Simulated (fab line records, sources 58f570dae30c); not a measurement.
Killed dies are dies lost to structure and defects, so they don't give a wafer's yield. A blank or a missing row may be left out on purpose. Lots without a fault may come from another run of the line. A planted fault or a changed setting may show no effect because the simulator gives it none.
A struck lot beside a sound one | flow berkeley_cmos170 | 15 steps out of a route of 331
Sound: wafers L378.1, L378.4, L378.5. Struck: wafers L367.1, L367.2, L367.4. The cause comes at the end.
At each step with rows: each side's tool, then ch and its chambers, then its first start. Under that, the readings that differ: sound wafers | struck wafers | difference of the means | sigmas: that difference in standard deviations of wafers without a fault.
alike: readings whose means differ by less than 2 such deviations, and words and numbers that are the same on both sides. not compared: withheld readings, readings that some wafer has no value for, bounds like >300 that may hide the same value, and numbers for which the record gives no deviation and whose values overlap.
The two part at a step that has a row with sigmas, a row that says differs or no value, or rows on one side only. Numbers that don't overlap but have no deviation are shown without sigmas and don't part them. A reading that every wafer of one side lacks parts them only if that side has two wafers or more.

first, 1 step without rows for these wafers: UCB170_PSD_IMPLANT_08.
UCB170_PSD_STRIP_09: strips in O2.
  sound on plasma_asher-03 ch 0,1, day 11 02:56; struck on plasma_asher-01 ch 0,1, day 8 15:55
  alike: drypump_motor_current_A, oes_product_au, strip_time_to_endpoint_s
  not compared: rf_hours_counter_h
UCB170_PSD_TW_MEAS_10:
  sound on film_metro-04, day 11 03:02; struck on film_metro-04, day 8 16:01
  alike: PSD_TW
then, 7 steps without rows for these wafers: UCB170_PSD_CLEAN_11 (cleans in SPM, time 600 s); UCB170_NSD_HMDS_00 (prime time 60 s); UCB170_NSD_COAT_01 (resist thk 900 nm); UCB170_NSD_SOFTBAKE_02 (time 60 s); UCB170_NSD_EXPOSE_03 (exposes mask NSELECT MOD, target cd 1200 nm); UCB170_NSD_PEB_04; UCB170_NSD_DEVELOP_05 (develop time 45 s).
UCB170_NSD_CD_MEAS_06: target cd 1200 nm.
  sound on cd_sem-01, day 11 04:26; struck on cd_sem-01, day 8 17:52
  alike: cd_nm
UCB170_NSD_OVL_MEAS_07:
  sound on overlay-02, day 11 04:33; struck on overlay-02, day 8 17:59
  alike: NSD_OVL
UCB170_NSD_IMPLANT_08:
  sound on implanter-02 ch 0, day 11 04:35; struck on implanter-02, day 8 18:02
  no value came back on the struck wafers for beam_energy_keV, beam_on_s (s); on the sound wafers beam_energy_keV reads 39.998 39.998 39.997
UCB170_NSD_STRIP_09: strips in O2.
  sound on plasma_asher-04 ch 0,1, day 11 04:44; struck on plasma_asher-03 ch 0,1, day 8 18:11
  reading                      | sound             | struck            | difference | sigmas
  oes_product_au (a.u.)        | 0.527 0.529 0.539 | 0.734 0.735 0.732 | +0.202     | +48
  strip_time_to_endpoint_s (s) | 35.90 35.88 35.94 | 21.70 21.68 21.65 | -14.23     | -99 or more
  alike: drypump_motor_current_A
  not compared: rf_hours_counter_h
UCB170_NSD_TW_MEAS_10:
  sound on film_metro-04, day 11 04:50; struck on film_metro-04, day 8 18:31
  reading | sound          | struck   | difference | sigmas
  NSD_TW  | 4180 4216 4200 | 30 30 30 | -4169      | -64
  not compared: hold

WHERE THEY PART
First at UCB170_NSD_IMPLANT_08; last, within this record, at UCB170_NSD_TW_MEAS_10.

WHY: what the simulator had put in
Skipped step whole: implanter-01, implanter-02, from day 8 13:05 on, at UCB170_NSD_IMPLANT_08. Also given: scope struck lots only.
